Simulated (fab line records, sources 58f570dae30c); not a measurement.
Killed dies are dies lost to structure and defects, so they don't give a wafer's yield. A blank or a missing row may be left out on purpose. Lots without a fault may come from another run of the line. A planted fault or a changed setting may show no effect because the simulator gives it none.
Split-lot experiment | flow berkeley_cmos170 | 5 lots, 23 wafers read, on a route of 331 steps

THE SPLIT
At UCB170_PSD_EXPOSE_03 (exposes mask PSELECT MOD, target cd 1200 nm), the setting dose_mj was moved away from the recipe's 30 on 8 of the 23 wafers read, by -7.4% to +6.0%. The other wafers ran this setting at the recipe's value.

FROM THE SPLIT TO THE READING: what the file shows between them, 1 step
- UCB170_PSD_DEVELOP_05: develop time 45 s (also split here: dev_temp_c)

THE READING
cd_nm, in nm, at UCB170_PSD_CD_MEAS_06 (target cd 1200 nm). Fault-free wafers of this fab line usually give 1199.8 nm, standard deviation 1.2 nm.

wafer  | tool, chamber at the split | dose_mj as run | against the recipe | cd_nm, nm | against lot-mates on the recipe
L074.1 | krf_scanner-01, 0          | 31.79          | +6.0%              | 1208.7    | +9.8
L074.2 | krf_scanner-01, 0          | 30             | recipe             | 1198.9    | -
L074.3 | krf_scanner-01, 0          | 30             | recipe             | 1199.0    | -
L074.4 | krf_scanner-01, 0          | 31.79          | +6.0%              | 1210.1    | +11.1
L074.6 | krf_scanner-01, 0          | 31.79          | +6.0%              | 1210.3    | +11.3
L075.1 | krf_scanner-01, 0          | 31.32          | +4.4%              | 1206.5    | +8.0
L075.2 | krf_scanner-01, 0          | 30             | recipe             | 1198.5    | -
L075.3 | krf_scanner-01, 0          | 31.32          | +4.4%              | 1207.2    | +8.7
L075.4 | krf_scanner-01, 0          | 31.32          | +4.4%              | 1206.5    | +8.0
L075.5 | krf_scanner-01, 0          | 30             | recipe             | 1198.5    | -
L076.1 | krf_scanner-02, 0          | 27.79          | -7.4%              | 1186.8    | -12.7
L076.3 | krf_scanner-02, 0          | 30             | recipe             | 1199.2    | -
L076.4 | krf_scanner-02, 0          | 27.79          | -7.4%              | 1186.5    | -13.0
L076.5 | krf_scanner-02, 0          | 30             | recipe             | 1199.3    | -
L076.6 | krf_scanner-02, 0          | 30             | recipe             | 1200.1    | -
L082.1 | krf_scanner-01, 0          | 30             | recipe             | 1202.1    | -
L082.3 | krf_scanner-01, 0          | 30             | recipe             | 1199.8    | -
L082.5 | krf_scanner-01, 0          | 30             | recipe             | 1199.8    | -
L083.2 | krf_scanner-02, 0          | 30             | recipe             | 1201.7    | -
L083.3 | krf_scanner-02, 0          | 30             | recipe             | 1201.2    | -
L083.4 | krf_scanner-02, 0          | 30             | recipe             | 1203.1    | -
L083.5 | krf_scanner-02, 0          | 30             | recipe             | 1201.6    | -
L083.6 | krf_scanner-02, 0          | 30             | recipe             | 1202.0    | -

THE FIT
A straight line over all 23 wafers: cd_nm changes by +1.68 nm for each +1% of dose_mj; r = +0.98; the points scatter about the line by 1.3 nm.
The same after taking each lot's own level away (the mean of its wafers on the recipe; 23 wafers): +1.79 nm for each +1%; r = +1.00; scatter 0.63 nm.
On that fit, the largest move of dose_mj shifts the reading by 13 nm.
The lots' own levels span 1198.50 to 1201.92 nm, that is 2.9 times the standard deviation above.
So the lot-to-lot level changes the slope little: the two slopes agree.
Check: with one of the wafers moved furthest among these (-7.4%) left out of the fit, the line predicts -13.3 nm for it against its lot-mates. It came out at -12.7 nm against them.

OTHER SPLITS ON THESE WAFERS
These wafers also went through other splits before the reading. Each is held against what the fit with the lots' levels taken away leaves over:
other split on the same wafers    | wafers away from the commonest value | r with cd_nm (lot level and that fit taken away)
UCB170_GATE_PEB_10 peb_temp_c     | 9                                    | +0.28
UCB170_NLDD_COAT_01 resist_thk_nm | 9                                    | -0.11
UCB170_NLDD_PEB_04 peb_temp_c     | 11                                   | +0.29
UCB170_PSD_DEVELOP_05 dev_temp_c  | 10                                   | -0.06

THE FILE'S OWN FIT
cd_nm changes by +1.79 nm for each +1% of dose_mj, r = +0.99.
